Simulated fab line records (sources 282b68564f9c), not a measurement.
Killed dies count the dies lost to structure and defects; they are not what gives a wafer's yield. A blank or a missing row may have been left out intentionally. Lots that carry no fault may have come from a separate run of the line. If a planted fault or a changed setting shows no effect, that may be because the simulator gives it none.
Matching of chambers :: flow rit-cmos :: 4 sister chambers for RIT_GATE_ETCH_19 on rie-si-02
The step etches poly-Si in SF6/CHF3/O2, stops on SiO2, time 168.1 s, target depth 312.5 nm. 4 wafers are shown with their chamber, then 7 later ones without.

== WAFERS WITH THEIR CHAMBER ==
wafer: L260.3
chamber: 0
throttle-valve-pct (%): 10.41

wafer: L260.5
chamber: 3
throttle-valve-pct (%): 10.02

wafer: L262.1
chamber: 2
throttle-valve-pct (%): 10.17

wafer: L262.4
chamber: 1
throttle-valve-pct (%): 10.48

== WAFERS MISSING THEIR CHAMBER ==
wafer: L262.6
throttle-valve-pct (%): 10.03

wafer: L270.2
throttle-valve-pct (%): 10.03

wafer: L270.5
throttle-valve-pct (%): 10.03

wafer: L270.6
throttle-valve-pct (%): 10.18

wafer: L277.1
throttle-valve-pct (%): 10.40

wafer: L277.4
throttle-valve-pct (%): 10.04

wafer: L277.6
throttle-valve-pct (%): 10.41

== THE CHAMBER EACH PASSED THROUGH ==
wafer: L262.6
from the rows above: 3
in truth: 3

wafer: L270.2
from the rows above: 3
in truth: 3

wafer: L270.5
from the rows above: 3
in truth: 3

wafer: L270.6
from the rows above: 2
in truth: 2

wafer: L277.1
from the rows above: 0
in truth: 0

wafer: L277.4
from the rows above: 3
in truth: 3

wafer: L277.6
from the rows above: 0
in truth: 0
Correct placement for 7 of the 7. Not placeable from these rows: 0. 0 placed wrongly.
How it was worked out, from the rows above alone: a wafer's distance from a chamber is the root of the sum, over the readings, of the square of ((its reading less the chamber's mean) divided by the reading's scatter). If the next closest chamber is less than 2 further off than the closest, the wafer can't be placed; otherwise it belongs to the closest. Each chamber's mean is taken over the wafers shown for it. The scatter (one wafer shown for each chamber): square how far every hidden wafer sits from the nearest shown wafer, average those squares and take the square root.
